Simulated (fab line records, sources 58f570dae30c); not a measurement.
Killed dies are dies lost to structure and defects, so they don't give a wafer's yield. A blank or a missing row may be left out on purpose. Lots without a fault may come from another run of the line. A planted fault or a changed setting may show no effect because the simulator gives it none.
Split-lot experiment | flow berkeley_cmos170 | 5 lots, 27 wafers read, on a route of 331 steps

THE SPLIT
At UCB170_PWELL_CVD_05 (deposits Si3N4 from SiH2Cl2/NH3, target thk 220 nm, time 3300 s), the setting time_s was moved away from the recipe's 3300 s on 18 of the 27 wafers read, by -21.5% to +33.8%. The other wafers ran this setting at the recipe's value.

The file shows no step between the split and the reading.

THE READING
PWELL_NITRIDE_THK, in nm, at UCB170_PWELL_THK_MEAS_06. Fault-free wafers of this fab line usually give 221.6 nm, standard deviation 1.8 nm.

wafer  | tool, chamber at the split | time_s as run, s | against the recipe | PWELL_NITRIDE_THK, nm | against lot-mates on the recipe
L076.1 | -, -                       | 2589             | -21.5%             | 176.2                 | no lot-mate on the recipe
L076.2 | -, -                       | 2589             | -21.5%             | 176.2                 | no lot-mate on the recipe
L076.3 | -, -                       | 2589             | -21.5%             | 177.5                 | no lot-mate on the recipe
L076.4 | -, -                       | 2589             | -21.5%             | 176.6                 | no lot-mate on the recipe
L076.5 | -, -                       | 2589             | -21.5%             | 177.0                 | no lot-mate on the recipe
L076.6 | -, -                       | 2589             | -21.5%             | 175.9                 | no lot-mate on the recipe
L078.1 | lpcvd-02, 1                | 3300             | recipe             | 223.7                 | -
L078.2 | lpcvd-02, 1                | 3300             | recipe             | 223.3                 | -
L078.4 | lpcvd-02, 1                | 3300             | recipe             | 222.9                 | -
L079.1 | -, -                       | 4134             | +25.3%             | 275.9                 | no lot-mate on the recipe
L079.2 | -, -                       | 4134             | +25.3%             | 277.0                 | no lot-mate on the recipe
L079.3 | -, -                       | 4134             | +25.3%             | 275.7                 | no lot-mate on the recipe
L079.4 | -, -                       | 4134             | +25.3%             | 276.9                 | no lot-mate on the recipe
L079.5 | -, -                       | 4134             | +25.3%             | 276.8                 | no lot-mate on the recipe
L079.6 | -, -                       | 4134             | +25.3%             | 277.7                 | no lot-mate on the recipe
L082.1 | -, -                       | 4414             | +33.8%             | 294.3                 | no lot-mate on the recipe
L082.2 | -, -                       | 4414             | +33.8%             | 296.2                 | no lot-mate on the recipe
L082.3 | -, -                       | 4414             | +33.8%             | 294.3                 | no lot-mate on the recipe
L082.4 | -, -                       | 4414             | +33.8%             | 296.9                 | no lot-mate on the recipe
L082.5 | -, -                       | 4414             | +33.8%             | 296.3                 | no lot-mate on the recipe
L082.6 | -, -                       | 4414             | +33.8%             | 294.8                 | no lot-mate on the recipe
L085.1 | -, -                       | 3300             | recipe             | 219.9                 | -
L085.2 | -, -                       | 3300             | recipe             | 217.6                 | -
L085.3 | -, -                       | 3300             | recipe             | 219.3                 | -
L085.4 | -, -                       | 3300             | recipe             | 218.1                 | -
L085.5 | -, -                       | 3300             | recipe             | 218.7                 | -
L085.6 | -, -                       | 3300             | recipe             | 218.1                 | -

THE FIT
A straight line over all 27 wafers: PWELL_NITRIDE_THK changes by +2.16 nm for each +1% of time_s; r = +1.00; the points scatter about the line by 2 nm.
Too few moved wafers have a lot-mate on the recipe to fit a line with each lot's own level taken away.

THE WHOLE CHAIN: every reading that the file lists as answering this split, in the file's order
step                     | what it does                                                               | reading                                                                       | change (the file's fit)              | r (the file's)
UCB170_PWELL_CVD_05      | deposits Si3N4 from SiH2Cl2/NH3, target thk 220 nm, time 3300 s            | Si3N4_of_PWELL_CVD_05.thk_nm (the simulator's own value, which no gauge read) | +2.16 nm for each +1% of the setting | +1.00
UCB170_PWELL_THK_MEAS_06 |                                                                            | PWELL_NITRIDE_THK                                                             | +2.16 for each +1% of the setting    | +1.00
UCB170_PWELL_ETCH_14     | etches Si3N4 in CH3F/Ar/O2, stops on SiO2, target depth 242 nm, time 151 s | etch.depth_nm (the simulator's own value, which no gauge read)                | +1.26 nm for each +1% of the setting | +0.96

THE FILE'S OWN FIT
PWELL_NITRIDE_THK changes by +2.16 nm for each +1% of time_s, r = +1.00.
